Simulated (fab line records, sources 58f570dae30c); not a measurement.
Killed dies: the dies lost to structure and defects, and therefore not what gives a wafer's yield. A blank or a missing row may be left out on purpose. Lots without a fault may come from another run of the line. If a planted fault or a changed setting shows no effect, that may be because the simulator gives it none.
Lot-split experiment :: flow berkeley-cmos170 :: route with 331 steps; 5 lots, 23 wafers read

## SPLIT DETAILS
At UCB170_ZERO_COAT_01 (resist thk 900 nm), the setting resist-thk-nm was moved away from the recipe's 900 nm on 6 of the 23 wafers read, by +1.7% to +4.6%. For the rest of the wafers, this setting stayed at what the recipe calls for.

Reading taken at the split's own step.

## THE READING
KrF_of_ZERO_COAT_01.thk-nm (the simulator's own value, which no gauge read), in nm, at UCB170_ZERO_COAT_01 (resist thk 900 nm). There is no usual value for it anywhere in the file. The 17 wafers here that ran the recipe average 902.3 nm, standard deviation 1.8 nm.

wafer: L076.1
tool, chamber at the split: litho-track-03, 0
resist-thk-nm as run, nm: 900
against the recipe: recipe
KrF_of_ZERO_COAT_01.thk-nm, nm: 901.8
against lot-mates on the recipe: -

wafer: L076.5
tool, chamber at the split: litho-track-03, 0
resist-thk-nm as run, nm: 900
against the recipe: recipe
KrF_of_ZERO_COAT_01.thk-nm, nm: 901.8
against lot-mates on the recipe: -

wafer: L076.6
tool, chamber at the split: litho-track-03, 0
resist-thk-nm as run, nm: 900
against the recipe: recipe
KrF_of_ZERO_COAT_01.thk-nm, nm: 903.5
against lot-mates on the recipe: -

wafer: L080.1
tool, chamber at the split: litho-track-04, 0
resist-thk-nm as run, nm: 900
against the recipe: recipe
KrF_of_ZERO_COAT_01.thk-nm, nm: 898.3
against lot-mates on the recipe: -

wafer: L080.2
tool, chamber at the split: litho-track-04, 0
resist-thk-nm as run, nm: 900
against the recipe: recipe
KrF_of_ZERO_COAT_01.thk-nm, nm: 900.7
against lot-mates on the recipe: -

wafer: L080.3
tool, chamber at the split: litho-track-04, 0
resist-thk-nm as run, nm: 900
against the recipe: recipe
KrF_of_ZERO_COAT_01.thk-nm, nm: 901.2
against lot-mates on the recipe: -

wafer: L080.4
tool, chamber at the split: litho-track-04, 0
resist-thk-nm as run, nm: 914.9
against the recipe: +1.7%
KrF_of_ZERO_COAT_01.thk-nm, nm: 917.1
against lot-mates on the recipe: +17.0

wafer: L080.5
tool, chamber at the split: litho-track-04, 0
resist-thk-nm as run, nm: 914.9
against the recipe: +1.7%
KrF_of_ZERO_COAT_01.thk-nm, nm: 915.7
against lot-mates on the recipe: +15.6

wafer: L081.2
tool, chamber at the split: litho-track-03, 0
resist-thk-nm as run, nm: 900
against the recipe: recipe
KrF_of_ZERO_COAT_01.thk-nm, nm: 903.2
against lot-mates on the recipe: -

wafer: L081.3
tool, chamber at the split: litho-track-03, 0
resist-thk-nm as run, nm: 900
against the recipe: recipe
KrF_of_ZERO_COAT_01.thk-nm, nm: 904.4
against lot-mates on the recipe: -

wafer: L081.4
tool, chamber at the split: litho-track-03, 0
resist-thk-nm as run, nm: 900
against the recipe: recipe
KrF_of_ZERO_COAT_01.thk-nm, nm: 901
against lot-mates on the recipe: -

wafer: L081.5
tool, chamber at the split: litho-track-03, 0
resist-thk-nm as run, nm: 900
against the recipe: recipe
KrF_of_ZERO_COAT_01.thk-nm, nm: 905.5
against lot-mates on the recipe: -

wafer: L081.6
tool, chamber at the split: litho-track-03, 0
resist-thk-nm as run, nm: 900
against the recipe: recipe
KrF_of_ZERO_COAT_01.thk-nm, nm: 902.4
against lot-mates on the recipe: -

wafer: L082.1
tool, chamber at the split: litho-track-04, 0
resist-thk-nm as run, nm: 920.3
against the recipe: +2.3%
KrF_of_ZERO_COAT_01.thk-nm, nm: 923.5
against lot-mates on the recipe: +19.6

wafer: L082.2
tool, chamber at the split: litho-track-04, 0
resist-thk-nm as run, nm: 900
against the recipe: recipe
KrF_of_ZERO_COAT_01.thk-nm, nm: 905.2
against lot-mates on the recipe: -

wafer: L082.4
tool, chamber at the split: litho-track-04, 0
resist-thk-nm as run, nm: 920.3
against the recipe: +2.3%
KrF_of_ZERO_COAT_01.thk-nm, nm: 924.6
against lot-mates on the recipe: +20.7

wafer: L082.5
tool, chamber at the split: litho-track-04, 0
resist-thk-nm as run, nm: 900
against the recipe: recipe
KrF_of_ZERO_COAT_01.thk-nm, nm: 904
against lot-mates on the recipe: -

wafer: L082.6
tool, chamber at the split: litho-track-04, 0
resist-thk-nm as run, nm: 900
against the recipe: recipe
KrF_of_ZERO_COAT_01.thk-nm, nm: 902.4
against lot-mates on the recipe: -

wafer: L085.1
tool, chamber at the split: litho-track-02, 0
resist-thk-nm as run, nm: 900
against the recipe: recipe
KrF_of_ZERO_COAT_01.thk-nm, nm: 901.2
against lot-mates on the recipe: -

wafer: L085.2
tool, chamber at the split: litho-track-02, 0
resist-thk-nm as run, nm: 900
against the recipe: recipe
KrF_of_ZERO_COAT_01.thk-nm, nm: 901.2
against lot-mates on the recipe: -

wafer: L085.4
tool, chamber at the split: litho-track-02, 0
resist-thk-nm as run, nm: 900
against the recipe: recipe
KrF_of_ZERO_COAT_01.thk-nm, nm: 900.5
against lot-mates on the recipe: -

wafer: L085.5
tool, chamber at the split: litho-track-02, 0
resist-thk-nm as run, nm: 941.3
against the recipe: +4.6%
KrF_of_ZERO_COAT_01.thk-nm, nm: 941.4
against lot-mates on the recipe: +40.4

wafer: L085.6
tool, chamber at the split: litho-track-02, 0
resist-thk-nm as run, nm: 941.3
against the recipe: +4.6%
KrF_of_ZERO_COAT_01.thk-nm, nm: 943.6
against lot-mates on the recipe: +42.6

FIT RESULTS
A straight line over all 23 wafers: KrF_of_ZERO_COAT_01.thk-nm changes by +8.89 nm for each +1% of resist-thk-nm; r = +0.99; the points scatter about the line by 1.8 nm.
The same after taking each lot's own level away (the mean of its wafers on the recipe; 23 wafers): +9.09 nm for each +1%; r = +1.00; scatter 1.2 nm.
According to that fit, moving resist-thk-nm by its largest amount changes the reading by 42 nm.
From 900.07 to 903.87 nm: that is the span of the lots' own levels, equal to 2.1 times the standard deviation above.
Consequently the slope shifts little with the lot-to-lot level, the two slopes agreeing.
Check: with one of the wafers moved furthest among these (+4.6%) left out of the fit, the line predicts +42.6 nm for it against its lot-mates. Against them it came out at +40.4 nm.

## THE WHOLE CHAIN: every reading that the file lists as answering this split, in the file's order
step: UCB170_ZERO_COAT_01
what it does: resist thk 900 nm
reading: KrF_of_ZERO_COAT_01.thk-nm (the simulator's own value, which no gauge read)
change (the file's fit): +9.11 nm for each +1% of the setting
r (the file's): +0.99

step: UCB170_ZERO_STRIP_07
what it does: strips in O2
reading: strip-time-to-endpoint-s
change (the file's fit): withheld for each +1% of the setting
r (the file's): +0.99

## FILE'S OWN FIT
KrF_of_ZERO_COAT_01.thk-nm changes by +9.11 nm for each +1% of resist-thk-nm, r = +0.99.
